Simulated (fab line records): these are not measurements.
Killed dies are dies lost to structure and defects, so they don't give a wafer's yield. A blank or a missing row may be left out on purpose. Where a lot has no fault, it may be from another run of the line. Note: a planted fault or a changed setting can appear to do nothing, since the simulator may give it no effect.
fab line records	flow rit-cmos
record: lots: 5	wafers: 23
route steps=202 shown PLDD@119 SPACER@125 CONTACT@179 M1@188
start-h: start of the lot's first displayed wafer, in hours after the record's first day	wait-h: time in hours since the lot's previous step	" same as the row above	L1.1+2: a single row standing in for several wafers	- value missing, or start not given	* or withheld: withheld	< > ~ a bound
route shown NAME@n: a module of which the file shows steps, and the number in the route of the first	usual: mean/standard deviation of fault-free wafers	same: alike in all rows	chamber/n: place in a boat	sites: the reading at each site	_std_site: the values' standard deviation	_edge_site: outer sites' mean less inner sites'	radius-mm: how far each site lies from the wafer's centre	mask NAME#n: copy n	behind: the last tool/chamber to shape the wafer	hold: what put the lot on hold/how long, in hours/how the hold closed	device: whichever transistor did not switch (one of n, p or np)	end of line: the route-end tests of the same wafers	for a step that has no rows: nothing shown but its recipe	killed: count of dies lost to structure and defects at first sort (not the wafer's yield)	map: dies across one wafer; x = killed, . = not, _ = none there
set.NAME: the setting the step ran with; set.NAME@STEP: the setting that earlier step ran with	model.NAME: the simulator's own value behind a step, which no gauge read
lots with deliberately changed settings; one table per step, one row per wafer
== steps ==
step: RIT_PLDD_DEVELOP_05
recipe: resist: NOVOLAK	develop-time-s: 50	dev-temp-c: 23
lot.wafer	tool	chamber	start-h	wait-h	set.dev-temp-c
L076.1+3+6	litho-track-04	0	-	-	20.88
L076.2+4	"	0	"	"	23
L078.2+4	litho-track-04	0	-	-	23
L078.3+5+6	"	0	"	"	21.63
L080.2+3+5	litho-track-04	0	-	-	23
L081.1+2	litho-track-03	0	-	-	23
L081.3+5+6	"	0	"	"	25.32
L084.1+2+3+4+5	litho-track-03	0	-	-	23
step: RIT_PLDD_HARDBAKE_07
recipe: resist: NOVOLAK	temp-c: 140	time-s: 60
step: RIT_PLDD_STRIP_09
recipe: chemistry: O2	time-s: 180	resist: NOVOLAK	platen-temp-c: withheld	power-w: 500	pressure-mtorr: 4000	o2-flow-sccm: 4000
step: RIT_SPACER_CLEAN_00
recipe: chemistry: SC1	mix: 3:3:50	time-s: 600	temp-c: 75
lot.wafer	tool	chamber	start-h	wait-h	set.temp-c@REOX_OXIDATION_03	model.SiO2_of_REOX_OXIDATION_03.thk-nm
L076.1	wet-bench-01	3	58.53	0.1	908	26
L076.2	"	3	"	"	908	25.28
L076.3	"	3	"	"	908	25.37
L076.4	"	3	"	"	908	25.57
L076.6	"	3	"	"	908	25.51
L078.2	wet-bench-02	3	66.45	0.0	874.4	18.04
L078.3	"	3	"	"	874.4	18.07
L078.4	"	3	"	"	874.4	17.9
L078.5	"	3	"	"	874.4	17.8
L078.6	"	3	"	"	874.4	17.58
L080.2	wet-bench-01	1	80.79	0.0	900	22.38
L080.3	"	1	"	"	900	22.6
L080.5	"	1	"	"	900	22.34
L081.1	wet-bench-03	1	86.78	0.1	900	22.91
L081.2	"	1	"	"	900	23.07
L081.3	"	1	"	"	900	23.12
L081.5	"	1	"	"	900	23.16
L081.6	"	1	"	"	900	22.94
L084.1	wet-bench-01	1	104.86	0.1	926.1	30.42
L084.2	"	1	"	"	926.1	30.87
L084.3	"	1	"	"	926.1	30.83
L084.4	"	1	"	"	926.1	30.77
L084.5	"	1	"	"	926.1	30.57
step: RIT_CONTACT_ETCH_11
recipe: target-depth-a: 4800	over-etch-frac: 0.2	stop-on: TiSi2	chemistry: CHF3/CF4/Ar	target: SiO2	CHF3_flow_sccm: 50	cf4-flow-sccm: 10	Ar_flow_sccm: 100	O2_flow_sccm: 5	pressure-mtorr: 100	rf-w: 200	time-s: 320
lot.wafer	tool	chamber	start-h	wait-h	set.time-s	model.NOVOLAK_of_CONTACT_COAT_03.thk-nm
L076.1	rie-diel-03	2	66.81	0.1	320	767.2
L076.2	"	3	"	"	350.7	754.2
L076.3	"	0	"	"	320	765.4
L076.4	"	1	"	"	350.7	755.1
L076.6	"	0	"	"	350.7	755.3
L078.2	rie-diel-02	1	74.89	0.1	320	763.3
L078.3	"	3	"	"	296.8	770
L078.4	"	2	"	"	320	767.7
L078.5	"	0	"	"	296.8	775.9
L078.6	"	3	"	"	296.8	773.5
L080.2	rie-diel-01	3	89.41	0.1	320	771.2
L080.3+5	"	0,1	"	"	320	767.2
L081.1	rie-diel-02	0	95.09	0.1	320	770.6
L081.2	"	3	"	"	320	766.7
L081.3	"	1	"	"	320	764.8
L081.5	"	2	"	"	320	765.7
L081.6	"	3	"	"	320	765.2
L084.1	rie-diel-02	1	113.31	0.1	320	765.2
L084.2	"	0	"	"	352.7	760.3
L084.3	"	3	"	"	352.7	752.5
L084.4	"	2	"	"	352.7	761.4
L084.5	"	2	"	"	320	770.1
step: RIT_M1_COAT_04
recipe: resist: NOVOLAK	spin-rpm: 2000	resist-thk-nm: 1300
lot.wafer	tool	chamber	start-h	wait-h	set.resist-thk-nm	model.NOVOLAK_of_M1_COAT_04.thk-nm
L076.1+4	litho-track-03	0	68.27	0.1	1300	1301
L076.2	"	0	"	"	1300	1296
L076.3	"	0	"	"	1300	1299
L076.6	"	0	"	"	1300	1300
L078.2	litho-track-04	0	76.55	0.1	1347	1354
L078.3	"	0	"	"	1300	1304
L078.4	"	0	"	"	1347	1349
L078.5	"	0	"	"	1300	1305
L078.6	"	0	"	"	1347	1352
L080.2+5	litho-track-02	0	90.90	0.1	1300	1300
L080.3	"	0	"	"	1300	1305
L081.1+2	litho-track-02	0	96.55	0.1	1300	1304
L081.3	"	0	"	"	1276	1279
L081.5	"	0	"	"	1276	1275
L081.6	"	0	"	"	1300	1299
L084.1+4	litho-track-02	0	114.82	0.1	1300	1298
L084.2	"	0	"	"	1278	1275
L084.3	"	0	"	"	1300	1296
L084.5	"	0	"	"	1278	1279
step: RIT_M1_SOFTBAKE_05
recipe: resist: NOVOLAK	temp-c: 90	time-s: 60
step: RIT_M1_EXPOSE_06
recipe: mask-id: M12	na: 0.6	source-shape: conventional	sigma-outer: 0.5	target-cd-nm: 2600	dose-mj: 250
step: RIT_M1_HARDBAKE_11
recipe: resist: NOVOLAK	temp-c: 140	time-s: 120
lot.wafer	tool	chamber	start-h	wait-h	set.resist-thk-nm@M1_COAT_04	model.NOVOLAK_of_M1_COAT_04.thk-nm
L076.1+4	litho-track-04	0	69.28	0.0	1300	1138
L076.2	"	0	"	"	1300	1134
L076.3	"	0	"	"	1300	1136
L076.6	"	0	"	"	1300	1137
L078.2	litho-track-02	0	77.58	0.1	1347	1183
L078.3+5	"	0	"	"	1300	1141
L078.4	"	0	"	"	1347	1179
L078.6	"	0	"	"	1347	1181
L080.2+5	litho-track-03	0	92.12	0.2	1300	1137
L080.3	"	0	"	"	1300	1141
L081.1+2	litho-track-02	0	97.44	0.0	1300	1140
L081.3	"	0	"	"	1276	1119
L081.5	"	0	"	"	1276	1115
L081.6	"	0	"	"	1300	1136
L084.1	litho-track-04	0	115.71	0.0	1300	1136
L084.2	"	0	"	"	1278	1115
L084.3	"	0	"	"	1300	1133
L084.4	"	0	"	"	1300	1135
L084.5	"	0	"	"	1278	1119
step: RIT_M1_METAL_ETCH_12
recipe: stop-on: SiO2	chemistry: Cl2/BCl3	target: Al	time-s: 165	over-etch-frac: 0.5	pressure-mtorr: 100	target-depth-a: 6000	rf-w: 250	Cl2_flow_sccm: 60	bcl3-flow-sccm: 50
lot.wafer	tool	chamber	start-h	wait-h	set.time-s	set.resist-thk-nm@M1_COAT_04	model.NOVOLAK_of_M1_COAT_04.thk-nm
L076.1	rie-metal-01	1	69.53	0.2	165	1300	811.1
L076.2	"	0	"	"	165	1300	802.2
L076.3	"	0	"	"	165	1300	804.8
L076.4	"	1	"	"	165	1300	810.7
L076.6	"	0	"	"	165	1300	804.9
L078.2	rie-metal-03	0	77.79	0.2	165	1347	859.2
L078.3	"	0	"	"	165	1300	816.9
L078.4	"	1	"	"	165	1347	847.8
L078.5	"	1	"	"	165	1300	810.9
L078.6	"	0	"	"	165	1347	860
L080.2	rie-metal-02	1	92.33	0.2	165	1300	807
L080.3	"	1	"	"	165	1300	807.9
L080.5	"	0	"	"	165	1300	797.2
L081.1	rie-metal-03	0	97.69	0.2	165	1300	817
L081.2	"	1	"	"	183.6	1300	772.8
L081.3	"	1	"	"	165	1276	792.2
L081.5	"	0	"	"	183.6	1276	756
L081.6	"	1	"	"	183.6	1300	767.8
L084.1	rie-metal-03	0	115.96	0.2	165	1300	814.7
L084.2	"	1	"	"	165	1278	785.2
L084.3	"	1	"	"	165	1300	804.8
L084.4	"	0	"	"	145.1	1300	853.4
L084.5	"	0	"	"	145.1	1278	836.7
step: RIT_M1_STRIP_13
recipe: chemistry: nmp	resist: NOVOLAK	temp-c: 80	time-s: 600	dry: n2-spin
step: RIT_M1_STRIP_14
recipe: chemistry: O2	time-s: 180	platen-temp-c: withheld	power-w: 500	pressure-mtorr: 4000	o2-flow-sccm: 4000
step: RIT_M1_ANNEAL_15
recipe: temp-c: 450	time-s: 1800	ambient: forming_gas_H2N2
step: RIT_M1_PROBE_99
lot.wafer	tool	chamber	start-h	wait-h	set.temp-c@ACTIVE_CVD_03	set.time-s@FOX2_CLEAN_02	model.etest.nmos_0p15.r-on-ohm-um	model.etest.pmos_0p3.r-on-ohm-um	model.etest.pmos_0p15.r-on-ohm-um	model.etest.nldd.rs-ohm-sq	model.etest.nmos-turned.drive-ua-um
L076.1	prober-01	-	71.78	0.1	818.8	195	1266	6842	3229	475.4	222.5
L076.2	prober-01	-	71.83	0.1	818.8	195	1236	6807	3225	431.9	241.7
L076.3	prober-01	-	71.88	0.2	818.8	195	1251	6774	3147	453	235.6
L076.4	prober-01	-	71.93	0.2	818.8	195	1263	6775	3200	461.6	220.2
L076.6	prober-01	-	72.03	0.2	818.8	195	1238	6849	3204	431.6	246.2
L078.2	prober-01	-	80.10	0.1	801.1	164.9	911.1	5541	2100	285	400.2
L078.3	prober-01	-	80.15	0.2	801.1	164.9	985	5776	2185	303.6	374.6
L078.4	prober-01	-	80.20	0.2	801.1	164.9	1065	6074	2491	305.6	342.9
L078.5	prober-01	-	80.25	0.2	801.1	164.9	1052	5860	2446	282.3	358
L078.6	prober-01	-	80.30	0.2	801.1	164.9	1050	6010	2427	298.9	348.8
L080.2	prober-01	-	94.63	0.1	810	180	1128	6370	2774	361.2	321.9
L080.3	prober-01	-	94.68	0.2	810	180	1156	6396	2788	363.6	317.3
L080.5	prober-01	-	94.78	0.2	810	180	1156	6377	2854	359.2	318.5
L084.1	prober-01	-	118.21	0.1	830.9	169.3	1587	-	-	635	102.1
L084.2	prober-01	-	118.26	0.1	830.9	169.3	1590	-	-	682.3	89.8
L084.3	prober-01	-	118.31	0.2	830.9	169.3	1704	-	-	683.7	78.59
L084.4	prober-01	-	118.36	0.2	830.9	169.3	1628	-	-	652.7	93.57
L084.5	prober-01	-	118.41	0.2	830.9	169.3	1621	-	-	669.8	93.22
killed by level:class
L080.2 FOX1:geometric-particle:short=1 GATE:geometric-particle:open=1 REOX:geometric-particle:open=1 SILICIDE:geometric-particle:short=1
L080.3 FOX2:geometric-particle:open=1 GATE:geometric-particle:open=1 REOX:geometric-particle:open=1 SPACER:geometric-particle:short=1 SPACER:geometric-particle:open=1
L080.5 GATE:geometric-particle:open=2 SILICIDE:geometric-particle:open=2 REOX:geometric-particle:open=1 SPACER:geometric-particle:open=1 SPACER:geometric-particle:short=1
== key ==
split: step: RIT_PLDD_DEVELOP_05	setting: dev-temp-c	stated: 23	by: wafer
response none clear
split: step: RIT_CONTACT_ETCH_11	setting: time-s	stated: 320	by: wafer
response: step: RIT_CONTACT_ETCH_11	reading: model.NOVOLAK_of_CONTACT_COAT_03.thk-nm	change: -1.06	per: 1%	r: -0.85
split: step: RIT_M1_COAT_04	setting: resist-thk-nm	stated: 1300	by: wafer
response: step: RIT_M1_COAT_04	reading: model.NOVOLAK_of_M1_COAT_04.thk-nm	change: +12.9	per: 1%	r: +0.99
response: step: RIT_M1_HARDBAKE_11	reading: model.NOVOLAK_of_M1_COAT_04.thk-nm	change: +11.1	per: 1%	r: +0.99
response: step: RIT_M1_METAL_ETCH_12	reading: model.NOVOLAK_of_M1_COAT_04.thk-nm	slope: +11.5	per: 1%	together-with: time-s@M1_METAL_ETCH_12	explained: 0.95
split: step: RIT_M1_METAL_ETCH_12	setting: time-s	stated: 165	by: wafer
response: step: RIT_M1_METAL_ETCH_12	reading: model.NOVOLAK_of_M1_COAT_04.thk-nm	slope: -3.83	per: 1%	together-with: resist-thk-nm@M1_COAT_04	explained: 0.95
split outside-this-file step=RIT_ACTIVE_CVD_03 setting=temp-c
split outside-this-file step=RIT_FOX2_CLEAN_02 setting=time-s
split outside-this-file step=RIT_REOX_OXIDATION_03 setting=temp-c
split outside-this-file: this setting was split too, and the file shows its column; the key of that split is in another file
